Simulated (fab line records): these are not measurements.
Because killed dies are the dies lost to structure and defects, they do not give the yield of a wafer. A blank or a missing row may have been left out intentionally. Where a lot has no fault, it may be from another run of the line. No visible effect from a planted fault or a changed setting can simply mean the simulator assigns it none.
fab line records	flow ritCmos
record: lots: 5	wafers: 15	lastDay: 7
route steps=202 shown M1@187
lots that met no fault: from a run of the same line without faults
startH: hours from the record's first day to the start of the lot's first wafer shown	waitH: time in hours since the lot's previous step	" repeats the value in the row above	L1.1+2: a single row standing in for several wafers	- value missing, or start not given	* or withheld: withheld	< > ~ a bound
route shown NAME@n: NAME is a module with steps in the file, n the number in the route of the first one	usual: mean/standard deviation of fault-free wafers	same: alike in all rows	chamber/n: place in a boat	sites: each site's reading	_std_site: their standard deviation	_edge_site: outer sites' mean less inner sites'	radiusMm: for every site, how far away it sits from the centre of the wafer	mask NAME#n: copy n	behind: the last tool/chamber to shape the wafer	hold: reason for holding the lot/hours on hold/outcome of the hold	device: which transistor (n, p or np) failed to switch	end of line: the same wafers' tests at the end of the route	a step with no rows: only its recipe	killed: count of dies lost to structure and defects at first sort (not the wafer's yield)	map: a wafer's dies, x killed, . not, _ none there
set.NAME: setting as actually run; set.NAME@STEP: the setting as run at that earlier step	model.NAME: the simulator's own value behind a step, which no gauge read
lots at some steps of the route; a table a step, a row a wafer
services: when a tool's chamber went out of use (startH, in hours from the record's first day, below 0 if earlier), for how many hours, and the reason
== steps ==
step: RIT_M1_HMDS_03
recipe: primeTimeS: 60	primeTempC: 140
lot.wafer	tool	chamber	startH	waitH
L075.1+4+5	lithoTrack-02	0	60.52	0.1
L076.4+5+6	lithoTrack-02	0	65.40	0.1
L084.2+4+6	lithoTrack-03	0	105.89	0.1
L085.2+3+4	lithoTrack-03	0	118.61	0.1
L093.2+4+5	lithoTrack-03	0	153.56	0.2
step: RIT_M1_COAT_04
recipe: resist: NOVOLAK	spinRpm: 2000	resistThkNm: 1300
lot.wafer	tool	chamber	startH	waitH
L075.1+4+5	lithoTrack-02	0	60.67	0.1
L076.4+5+6	lithoTrack-02	0	65.55	0.1
L084.2+4+6	lithoTrack-03	0	106.04	0.1
L085.2+3+4	lithoTrack-03	0	118.76	0.1
L093.2+4+5	lithoTrack-03	0	153.71	0.1
step: RIT_M1_SOFTBAKE_05
recipe: resist: NOVOLAK	tempC: 90	timeS: 60
lot.wafer	tool	chamber	startH	waitH
L075.1+4+5	lithoTrack-02	0	60.82	0.1
L076.4+5+6	lithoTrack-02	0	65.70	0.1
L084.2+4+6	lithoTrack-03	0	106.19	0.1
L085.2+3+4	lithoTrack-03	0	118.91	0.1
L093.2+4+5	lithoTrack-03	0	153.86	0.1
step: RIT_M1_EXPOSE_06
recipe: maskId: M12	na: 0.6	sourceShape: conventional	sigmaOuter: 0.5	targetCdNm: 2600	doseMj: 250
usual: reticleTempC: 22.99/0.12
lot.wafer	tool	chamber	startH	waitH	mask	reticleTempC
L075.1	ilineStepper-01	0	61.10	0.2	M12#0	22.90
L075.4	"	0	"	"	M12#0	23.09
L075.5	"	0	"	"	M12#0	22.94
L076.4	ilineStepper-02	0	65.96	0.2	M12#0	22.96
L076.5	"	0	"	"	M12#0	22.75
L076.6	"	0	"	"	M12#0	22.99
L084.2	ilineStepper-01	0	106.46	0.2	M12#0	23.03
L084.4	"	0	"	"	M12#0	22.96
L084.6	"	0	"	"	M12#0	23.06
L085.2	ilineStepper-02	0	119.18	0.2	M12#0	23.14
L085.3	"	0	"	"	M12#0	22.98
L085.4	"	0	"	"	M12#0	23.09
L093.2	ilineStepper-02	0	154.00	0.1	M12#0	22.89
L093.4	"	0	"	"	M12#0	22.86
L093.5	"	0	"	"	M12#0	23.00
step: RIT_M1_PEB_07
recipe: resist: NOVOLAK	tempC: withheld	timeS: withheld
lot.wafer	tool	chamber	startH	waitH
L075.1+4+5	lithoTrack-02	0	61.21	0.1
L076.4+5+6	lithoTrack-03	0	66.11	0.1
L084.2+4+6	lithoTrack-02	0	106.58	0.1
L085.2+3+4	lithoTrack-01	0	119.30	0.1
L093.2+4+5	lithoTrack-02	0	154.27	0.2
step: RIT_M1_DEVELOP_08
recipe: resist: NOVOLAK	developTimeS: 68	devTempC: 23
lot.wafer	tool	chamber	startH	waitH
L075.1+4+5	lithoTrack-02	0	-	-
L076.4+5+6	lithoTrack-03	0	-	-
L084.2+4+6	lithoTrack-02	0	-	-
L085.2+3+4	lithoTrack-01	0	-	-
L093.2+4+5	lithoTrack-02	0	-	-
step: RIT_M1_CD_MEAS_09
recipe: targetCdNm: 2600
usual: cdNm: 2599.2/2.3
lot.wafer	tool	chamber	startH	waitH	cdNm
L075.1	cdSem-01	-	61.53	-	2600.1
L075.4	"	-	"	"	2598.3
L075.5	"	-	"	"	2601.2
L076.4	cdSem-02	-	66.40	-	2596.6
L076.5	"	-	"	"	2597.6
L076.6	"	-	"	"	2596.6
L084.2	cdSem-02	-	106.89	-	2601.1
L084.4	"	-	"	"	2599.5
L084.6	"	-	"	"	2601.5
L085.2	cdSem-01	-	119.61	-	2599.6
L085.3	"	-	"	"	2598.6
L085.4	"	-	"	"	2598.9
L093.2	cdSem-01	-	154.58	-	2599.8
L093.4	"	-	"	"	2599.6
L093.5	"	-	"	"	2597.2
step: RIT_M1_OVL_MEAS_10
usual: M1_OVL: 0.8/1.3
lot.wafer	tool	chamber	startH	waitH	M1_OVL[nm]
L075.1	overlay-02	-	61.65	0.1	0.2
L075.4	"	-	"	"	0.7
L075.5	"	-	"	"	0.0
L076.4	overlay-01	-	66.48	0.1	-2.6
L076.5	"	-	"	"	0.1
L076.6	"	-	"	"	-0.1
L084.2	overlay-01	-	107.03	0.1	-1.2
L084.4	"	-	"	"	-1.3
L084.6	"	-	"	"	2.1
L085.2	overlay-02	-	119.72	0.1	1.2
L085.3	"	-	"	"	-1.6
L085.4	"	-	"	"	-1.4
L093.2	overlay-01	-	154.69	0.1	-0.2
L093.4	"	-	"	"	1.2
L093.5	"	-	"	"	1.0
step: RIT_M1_HARDBAKE_11
recipe: resist: NOVOLAK	tempC: 140	timeS: 120
lot.wafer	tool	chamber	startH	waitH
L075.1+4+5	lithoTrack-02	0	61.68	0.0
L076.4+5+6	lithoTrack-03	0	66.63	0.1
L084.2+4+6	lithoTrack-01	0	107.11	0.1
L085.2+3+4	lithoTrack-01	0	120.11	0.4
L093.2+4+5	lithoTrack-03	0	154.76	0.1
step: RIT_M1_METAL_ETCH_12
recipe: stopOn: SiO2	chemistry: Cl2/BCl3	target: Al	timeS: 165	overEtchFrac: 0.5	pressureMtorr: 100	targetDepthA: 6000	rfW: 250	Cl2_flow_sccm: 60	bcl3FlowSccm: 50
usual: chamberPressureMTorr: 100.00/0.097	drypumpMotorCurrentA: 5.9/0.5	oesProductAu: 0.754/0.014	throttleValvePct: 8.33/0.12
lot.wafer	tool	chamber	startH	waitH	chamberPressureMTorr	drypumpMotorCurrentA	oesProductAu	rfHoursCounterH	throttleValvePct
L075.1	rieMetal-02	1	61.93	0.2	100.10	6.4	0.727	4	8.29
L075.4	"	1	"	"	99.96	6.4	0.743	-	8.27
L075.5	"	0	"	"	99.85	5.4	0.761	-	8.37
L076.4	rieMetal-03	0	66.80	0.1	99.99	6.5	0.755	-	8.20
L076.5	"	1	"	"	100.12	5.7	0.768	-	8.20
L076.6	"	0	"	"	100.04	6.5	0.751	-	8.20
L084.2	rieMetal-02	1	107.32	0.2	100.04	6.4	0.735	4	8.26
L084.4	"	0	"	"	100.10	5.4	0.763	-	8.36
L084.6	"	0	"	"	99.85	5.4	0.759	-	8.36
L085.2	rieMetal-03	1	120.32	0.2	99.86	5.6	0.762	3	8.22
L085.3	"	0	"	"	100.06	6.5	0.754	-	8.18
L085.4	"	1	"	"	99.99	5.6	0.765	-	8.22
L093.2	rieMetal-03	1	154.97	0.2	99.99	5.7	0.759	4	8.22
L093.4	"	1	"	"	99.93	5.7	0.767	-	8.22
L093.5	"	1	"	"	99.96	5.7	0.771	-	8.21
step: RIT_M1_STRIP_13
recipe: chemistry: nmp	resist: NOVOLAK	tempC: 80	timeS: 600	dry: n2Spin
lot.wafer	tool	chamber	startH	waitH
L075.1+4+5	wetBench-04	0	62.09	0.1
L076.4+5+6	wetBench-04	1	66.91	0.1
L084.2+4+6	wetBench-01	0	107.48	0.1
L085.2+3+4	wetBench-04	2	120.48	0.1
L093.2+4+5	wetBench-04	2	155.13	0.1
step: RIT_M1_STRIP_14
recipe: chemistry: O2	timeS: 184.8	platenTempC: withheld	powerW: 500	pressureMtorr: 4000	o2FlowSccm: 4000
usual: chamberPressureMTorr: 4000/3.8	drypumpMotorCurrentA: 5.7/0.46
lot.wafer	tool	chamber	startH	waitH	chamberPressureMTorr	drypumpMotorCurrentA	rfHoursCounterH
L075.1	plasmaAsher-02	1	62.30	0.0	4005	5.8	46
L075.4	"	0	"	"	3991	6.5	-
L075.5	"	1	"	"	4007	5.8	-
L076.4	plasmaAsher-02	1	67.18	0.1	3994	5.8	-
L076.5	"	0	"	"	3997	6.6	-
L076.6	"	1	"	"	4004	5.8	-
L084.2	plasmaAsher-03	0	107.66	0.0	3995	5.7	36
L084.4	"	0	"	"	3996	5.7	-
L084.6	"	1	"	"	3996	5.6	-
L085.2	plasmaAsher-01	0	120.66	0.0	3994	5.9	52
L085.3	"	0	"	"	4001	5.9	-
L085.4	"	1	"	"	3999	4.9	-
L093.2	plasmaAsher-02	0	155.30	0.0	4000	6.5	5
L093.4	"	1	"	"	4000	5.8	-
L093.5	"	1	"	"	4004	5.8	-
step: RIT_M1_CD_MEAS_90
recipe: targetCdNm: 2600
usual: cdNm: 2600/3.4
lot.wafer	tool	chamber	startH	waitH	cdNm
L075.1	cdSem-01	-	62.48	0.1	2601
L075.4	"	-	"	"	2600
L075.5	"	-	"	"	2598
L076.4	cdSem-02	-	67.36	0.1	2595
L076.5	"	-	"	"	2600
L076.6	"	-	"	"	2596
L084.2	cdSem-01	-	107.85	0.1	2602
L084.4	"	-	"	"	2598
L084.6	"	-	"	"	2599
L085.2	cdSem-01	-	120.85	0.1	2603
L085.3	"	-	"	"	2600
L085.4	"	-	"	"	2603
L093.2	cdSem-02	-	155.50	0.1	2603
L093.4	"	-	"	"	2602
L093.5	"	-	"	"	2599
step: RIT_M1_ANNEAL_15
recipe: tempC: 450	timeS: 1800	ambient: forming_gas_H2N2
usual: spikeTcCentreC: 452.5/1.5
lot.wafer	tool	chamber	startH	waitH	spikeTcCentreC
L075.1	-	-	62.60	0.1	451.0
L075.4	"	-	"	"	451.2
L075.5	"	-	"	"	451.9
L076.4	-	-	68.43	1.1	452.8
L076.5	"	-	"	"	454.5
L076.6	"	-	"	"	453.4
L084.2	-	-	108.87	1.0	454.8
L084.4	"	-	"	"	453.2
L084.6	"	-	"	"	453.8
L085.2	-	-	121.00	0.1	454.0
L085.3	"	-	"	"	455.1
L085.4	"	-	"	"	451.5
L093.2	-	-	157.05	1.5	455.1
L093.4	"	-	"	"	453.3
L093.5	"	-	"	"	453.8
step: RIT_M1_BOW_MEAS_16
recipe: mode: bow
usual: M1_BOW: 17/6.9
lot.wafer	tool	chamber	startH	waitH	M1_BOW[um]
L075.1	filmMetro-01	-	64.10	0.0	6
L075.4	"	-	"	"	14
L075.5	"	-	"	"	20
L076.4	filmMetro-01	-	69.99	0.1	20
L076.5	"	-	"	"	31
L076.6	"	-	"	"	16
L084.2	filmMetro-04	-	110.39	0.0	14
L084.4	"	-	"	"	19
L084.6	"	-	"	"	7
L085.2	filmMetro-03	-	122.52	0.0	14
L085.3	"	-	"	"	11
L085.4	"	-	"	"	11
L093.2	filmMetro-03	-	158.57	0.0	9
L093.4	"	-	"	"	9
L093.5	"	-	"	"	14
step: RIT_M1_PROBE_99
usual: defectLimitedYield: 97.5/1.2	killedAtContacts: 0.1/0.29	killedAtFrontEnd: 7/3	killedDies: 7/3	killedOpen: 3.2/2	killedShort: 3.5/2.1	sort_bin_3_pad_short: 0.1/0.23	sort_bin_5_function: 1.4/0.78	sort_bin_6_memory: 1.0/0.65	sortNPass: 257/3	sortYieldPct: 97.5/1.2
same: grossDies: 264	killed_at_M0_to_M3: 0	killed_at_M4_up: 0	killedAtBackSide: 0	killedAtOther: 0
lot.wafer	tool	chamber	startH	waitH	defectLimitedYield[%]	killedAtContacts	killedAtFrontEnd	killedDies	killedOpen	killedShort	sort_bin_3_pad_short[%]	sort_bin_5_function[%]	sort_bin_6_memory[%]	sortNPass	sortYieldPct[%]
L076.4	prober-02	-	70.20	0.2	95.8	0	11	11	1	10	0	2.3	1.9	253	95.8
L076.5	prober-02	-	70.25	0.2	95.5	0	12	12	6	6	0	2.3	2.3	252	95.5
L076.6	prober-02	-	70.30	0.2	97.7	0	6	6	3	3	0	0.4	1.9	258	97.7
L084.2	prober-02	-	110.54	0.1	96.2	0	10	10	4	6	0	2.7	1.1	254	96.2
L084.4	prober-02	-	110.64	0.2	96.2	0	10	10	7	3	0	2.7	1.1	254	96.2
L084.6	prober-02	-	110.74	0.2	96.6	0	9	9	4	5	0.4	1.9	1.1	255	96.6
L085.2	prober-01	-	122.67	0.1	97.3	0	7	7	5	2	0	1.1	1.5	257	97.3
L085.3	prober-01	-	122.72	0.2	98.5	0	4	4	2	2	0	0.8	0.8	260	98.5
L085.4	prober-01	-	122.77	0.2	96.6	0	9	9	7	2	0	2.7	0.8	255	96.6
L093.2	prober-01	-	158.72	0.1	94.3	0	15	15	8	7	0	3.8	1.9	249	94.3
L093.4	prober-01	-	158.82	0.2	97.7	0	6	6	3	3	0	1.9	0.4	258	97.7
L093.5	prober-01	-	158.87	0.2	97.3	1	6	7	3	4	0	1.5	1.1	257	97.3
killed by level:class
L076.4 GATE:geometricParticle:short=3 SILICIDE:geometricParticle:short=3 FOX1:geometricParticle:short=1 FOX2:geometricParticle:short=1 REOX:geometricParticle:short=1 SPACER:geometricParticle:short=1 SPACER:geometricParticle:open=1
L076.5 FOX1:geometricParticle:open=2 FOX1:geometricParticle:short=2 GATE:geometricParticle:short=2 REOX:geometricParticle:open=2 GATE:geometricParticle:open=1 REOX:geometricParticle:short=1 SILICIDE:geometricParticle:open=1 SILICIDE:geometricParticle:short=1
L076.6 GATE:geometricParticle:open=3 FOX1:geometricParticle:short=1 GATE:geometricParticle:short=1 REOX:geometricParticle:short=1
L084.2 GATE:geometricParticle:short=2 GATE:geometricParticle:open=2 REOX:geometricParticle:short=2 FOX1:geometricParticle:short=1 FOX1:geometricParticle:open=1 SILICIDE:geometricParticle:short=1 SILICIDE:geometricParticle:open=1
L084.4 GATE:geometricParticle:open=5 GATE:geometricParticle:short=2 FOX2:geometricParticle:short=1 REOX:geometricParticle:open=1 SILICIDE:geometricParticle:open=1
L084.6 SILICIDE:geometricParticle:open=2 FOX1:geometricParticle:short=1 FOX2:geometricParticle:short=1 GATE:geometricParticle:open=1 GATE:geometricParticle:short=1 REOX:geometricParticle:open=1 SPACER:geometricParticle:short=1 SILICIDE:geometricParticle:short=1
L085.2 FOX1:geometricParticle:open=1 FOX1:geometricParticle:short=1 GATE:geometricParticle:open=1 REOX:geometricParticle:short=1 REOX:geometricParticle:open=1 SPACER:geometricParticle:open=1 SILICIDE:geometricParticle:open=1
L085.3 FOX2:geometricParticle:open=1 GATE:geometricParticle:open=1 GATE:geometricParticle:short=1 SPACER:geometricParticle:short=1
L085.4 FOX1:geometricParticle:open=3 FOX1:geometricParticle:short=1 GATE:geometricParticle:open=1 GATE:geometricParticle:short=1 REOX:geometricParticle:open=1 SPACER:geometricParticle:open=1 SILICIDE:geometricParticle:open=1
L093.2 GATE:geometricParticle:short=3 GATE:geometricParticle:open=3 REOX:geometricParticle:short=2 REOX:geometricParticle:open=2 SPACER:geometricParticle:open=2 FOX1:geometricParticle:short=1 SPACER:geometricParticle:short=1 SILICIDE:geometricParticle:open=1
L093.4 SPACER:geometricParticle:short=3 GATE:geometricParticle:open=2 REOX:geometricParticle:open=1
L093.5 GATE:geometricParticle:short=2 GATE:geometricParticle:open=1 REOX:geometricParticle:short=1 SPACER:geometricParticle:open=1 SILICIDE:geometricParticle:short=1 CONTACT:geometricParticle:open=1
== services ==
tool	chamber	startH	hours	kind
rieMetal-03	1	53.30	5.9	repair
plasmaAsher-03	-	56.99	10.5	repair
furnace-04	-	66.94	3.1	pm
furnace-04	-	70.00	41.2	pm
ilineStepper-01	-	79.31	13.3	repair
rieMetal-02	0	81.89	5.8	repair
wetBench-01	-	94.33	0.9	repair
plasmaAsher-02	-	108.75	9.0	pm
plasmaAsher-02	0	108.75	9.0	ventCycle
plasmaAsher-02	1	108.75	9.0	ventCycle
furnace-04	-	117.53	3.0	pm
plasmaAsher-02	0	117.75	-	clean
plasmaAsher-02	1	117.75	-	clean
ilineStepper-02	-	120.35	2.1	pm
ilineStepper-02	-	122.44	-	consumableReplace:lamp
plasmaAsher-01	-	129.00	5.6	repair
ilineStepper-01	0	141.03	-	calibration
wetBench-01	-	142.95	1.9	pm
plasmaAsher-01	-	154.90	2.6	repair
== key ==
fault none
